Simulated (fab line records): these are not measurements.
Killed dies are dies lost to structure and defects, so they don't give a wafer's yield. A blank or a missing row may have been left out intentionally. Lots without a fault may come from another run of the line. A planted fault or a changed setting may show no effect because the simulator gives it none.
Which of the tools did it?	flow berkeley_cmos170	13 lots with 39 wafers sampled at 3 steps, on a route of 331 steps

== WHAT THE GAUGES READ, wafer by wafer ==
UCB170_V2_THK_MEAS_04.
lot	measured	on	V2_POLISHED_THK (nm)
L878	day 8 15:37	film_metro-03	1002.2 1000.8 999.5
L882	day 9 18:22	film_metro-03	998.2 999.0 998.9
L883	day 9 20:04	film_metro-04	999.5 1000.6 1002.8
L880	day 9 21:35	film_metro-04	1000.6 998.2 997.9
L885	day 9 21:22	film_metro-03	1001.2 1000.6 1000.2
L886	day 10 07:14	film_metro-04	999.7 1000.3 1000.1
L888	day 10 21:13	film_metro-01	1000.9 1001.4 1003.2
L889	day 11 05:43	film_metro-03	1000.1 1000.7 1000.4
L892	day 11 09:42	film_metro-03	1000.6 1003.3 999.1
L894	day 11 21:08	film_metro-04	1000.7 998.0 999.6
L896	day 12 15:33	film_metro-04	1000.2 1000.5 999.6
L899	day 12 10:26	film_metro-03	1001.4 1002.2 1000.4
L897	day 13 12:12	film_metro-01	998.3 997.9 1000.1

UCB170_V2_CD_MEAS_90: target cd 700 nm.
lot	measured	on	cd_nm (nm)
L878	day 8 17:32	cd_sem-01	695.8 697.4 697.1
L882	day 9 21:11	cd_sem-02	700.3 701.5 699.7
L883	day 9 22:07	cd_sem-02	700.2 700.9 701.2
L880	day 9 23:58	cd_sem-01	702.4 701.2 702.5
L885	day 9 23:35	cd_sem-02	700.2 699.6 699.4
L886	day 10 09:35	cd_sem-01	700.4 702.5 701.8
L888	day 10 23:05	cd_sem-01	699.5 700.6 698.9
L889	day 11 08:05	cd_sem-02	700.5 701.0 701.2
L892	day 11 12:03	cd_sem-01	700.2 701.5 700.6
L894	day 11 22:46	cd_sem-01	698.6 697.0 699.3
L896	day 12 17:20	cd_sem-02	699.0 697.7 698.6
L899	day 12 12:32	cd_sem-01	701.3 701.9 703.5
L897	day 13 13:49	cd_sem-01	700.4 700.1 700.4

== WHAT TOOL EACH LOT RAN ON (gives the tool, then ch and the chambers of the sampled wafers, and finally the start) ==
lot	UCB170_SPACER_ETCHBACK_03
L878	rie_diel-03 ch 0,1,3, day 7 15:10
L882	rie_diel-01 ch 1,2, day 8 20:10
L883	rie_diel-03 ch 1,2, day 8 20:10
L880	rie_diel-02 ch 0,1,2, day 8 20:14
L885	rie_diel-01 ch 1,3, day 8 20:14
L886	rie_diel-03 ch 2,3, day 9 07:04
L888	rie_diel-01 ch 0,1,2, day 9 22:50
L889	rie_diel-02 ch 0,1,2, day 10 05:08
L892	rie_diel-03 ch 0,1,3, day 10 05:13
L894	rie_diel-01 ch 0,2,3, day 10 22:01
L896	rie_diel-03 ch 1,2,3, day 11 14:59
L899	rie_diel-02 ch 0,1,2, day 11 14:59
L897	rie_diel-03 ch 0,1, day 12 12:21
- UCB170_SPACER_ETCHBACK_03: etches SiO2 in CHF3/CF4/Ar, stops on Si, target depth 376 nm, time 100 s.

== AS READ BY THE TOOLS THEMSELVES (means over the sampled wafers that have a number; for cases with no such wafer, the mark the record gives instead) ==
UCB170_SPACER_ETCHBACK_03.
lot	tool	chamber_pressure_mTorr (mTorr)	drypump_motor_current_A (A)	oes_product_au (a.u.)	throttle_valve_pct (%)
L878	rie_diel-03	199.84	6.0	0.914	6.62
L882	rie_diel-01	200.11	5.3	0.889	6.32
L883	rie_diel-03	199.89	5.7	0.914	6.66
L880	rie_diel-02	199.95	5.6	0.901	6.52
L885	rie_diel-01	199.92	5.1	0.894	6.45
L886	rie_diel-03	199.85	5.8	0.906	6.62
L888	rie_diel-01	199.81	5.8	0.889	6.42
L889	rie_diel-02	200.09	5.6	0.895	6.51
L892	rie_diel-03	199.94	6.0	0.908	6.63
L894	rie_diel-01	200.08	6.0	0.877	6.52
L896	rie_diel-03	199.89	6.0	0.915	6.62
L899	rie_diel-02	200.01	5.6	0.889	6.51
L897	rie_diel-03	200.01	5.7	0.903	6.67

== THE ANSWER, worked out from the rows above alone ==
Rule: usual is defined by the lots themselves. Put in order of their means at a reading, lots are off if they are a third of the lots or fewer, leave a main group of 4 or more, and stand apart from it by a gap of 3 or more times the standard deviation of the main group's means; of several such gaps the widest counts. A main group is skipped when, at the precision printed for the reading in the tables above, its means are all equal. Also off: a lot with no number at a reading for which 4 or more lots have one. All remaining lots with rows at the step are treated as sound. The gauges are gone through in route order, then the tools' own readings, and for those a lot's mean is taken as printed above. The first step at which some lot is off is used, and at that step the reading that is off furthest; a lot without a number counts as furthest.
Nothing can be told from this: no lot is off at any reading shown.

== WHAT THE SIMULATOR PUT IN ==
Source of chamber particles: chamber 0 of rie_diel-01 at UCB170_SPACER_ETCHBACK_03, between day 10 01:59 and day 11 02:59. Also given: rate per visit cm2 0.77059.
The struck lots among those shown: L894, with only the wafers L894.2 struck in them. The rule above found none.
